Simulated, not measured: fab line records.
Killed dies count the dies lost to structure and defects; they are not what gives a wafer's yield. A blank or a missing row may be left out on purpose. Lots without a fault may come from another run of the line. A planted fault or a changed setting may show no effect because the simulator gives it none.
8D (eight disciplines) problem report, filled in by code / flow rit cmos / the parts of the form that need people (team, actions taken, sign-off) are left out

1. WHAT WENT WRONG
GATE_POLY_THK at RIT_GATE_THK_MEAS_09 reads a mean of 171.4 nm on 6 wafers of 2 lots; wafers without a fault read 249.1 nm with a standard deviation of 2.2. That puts it -35 standard deviations away from the usual mean.
Seen first at day 5 00:20 on film metro-04, wafer L126.3. Wafers with a number at this step in the record: 42, from 14 lots. The rule behind "out" and "out of limits": a value lying over 4 standard deviations away from the usual mean. Any other wafer with a number is counted as sound.

2. WHAT IT IS, AND WHAT IT ISN'T
question=which readings at this step | is=GATE_POLY_THK | is not=-
question=which lots | is=L126, L127 | is not=L116, L117, L118, L119, L120, L122, L123, L124, L125, L129, L131, L135
question=which wafers of those lots | is=all that have a number | is not=-
question=read on which gauges | is=film metro-04 | is not=film metro-02, film metro-03
question=when | is=from day 5 00:20 | is not=up to then (27 sound wafers); but 9 sound wafers of L129, L131, L135 came after

3. THE SUSPECTS, EACH WITH WHAT RULES IT OUT
Counting: a tool at any process step up to the reading remains a suspect when it ran all the lots that are out and ran no sound lot after the first of those.
- the gauge at RIT_GATE_THK_MEAS_09 has been ruled out. All the wafers that are out were read on film metro-04, but those of them that RIT_GATE_ETCH_19 has rows for are out there too, on other tools.
- lpcvd-01 at RIT_GATE_CVD_08 (deposits poly-Si from SiH4, target thk 250 nm, time 2220 s): kept. It ran every lot that is out, first L126 (day 4 22:42), and no sound lot after that; its last sound lot up to then is L125 (day 4 16:23).
Remaining after the count: lpcvd-01 at RIT_GATE_CVD_08.

4. THE CAUSE (what the simulator had put in)
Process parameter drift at RIT_GATE_CVD_08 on lpcvd-01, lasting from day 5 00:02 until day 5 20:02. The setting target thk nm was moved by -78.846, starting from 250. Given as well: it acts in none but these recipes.
The count eliminated every tool but this one.

5. THE EFFECT CHAIN, in route order
One row per reading whose mean, taken over the struck wafers that have a number, lies over 3 standard deviations from the usual. Scope: only readings with a usual standard deviation given in the record; hours: median across lots of the time from each lot's start at the first step in this table that gives one to its start at this step; sigmas: change in usual standard deviations.
hours=0; step=RIT_GATE_THK_MEAS_09; reading=GATE_POLY_THK; usual=249.1 nm; on struck wafers=171.4; change=-77.7; sigmas=-35
hours=1; step=RIT_GATE_ETCH_19; reading=oes product au; usual=0.847 a.u.; on struck wafers=0.667; change=-0.180; sigmas=-14
Process steps it contains:
- RIT_GATE_ETCH_19: etches poly-Si in SF6/CHF3/O2, stops on SiO2, time 165 s, target depth 312.5 nm.
At these later measuring or inspecting steps, every struck wafer for which the step has a row has a number for every such reading, and none has moved that far: RIT_NSD_TW_MEAS_10, RIT_SDANNEAL_RS_MEAS_07.

6. WHAT WOULD HAVE CAUGHT IT SOONER
The first out-of-limits reading at a measuring or inspecting step in this record came at day 5 00:20, 0 hours after the fault's start at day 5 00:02.
No tool reading at RIT_GATE_CVD_08 that has a usual standard deviation in the record was out on any struck wafer, so an alarm limit of 4 standard deviations on those readings would not have fired.
Of the lots that are out (2), L127 began RIT_GATE_CVD_08 on lpcvd-01 after day 5 00:20. A tool hold placed at that time would have kept it from harm.
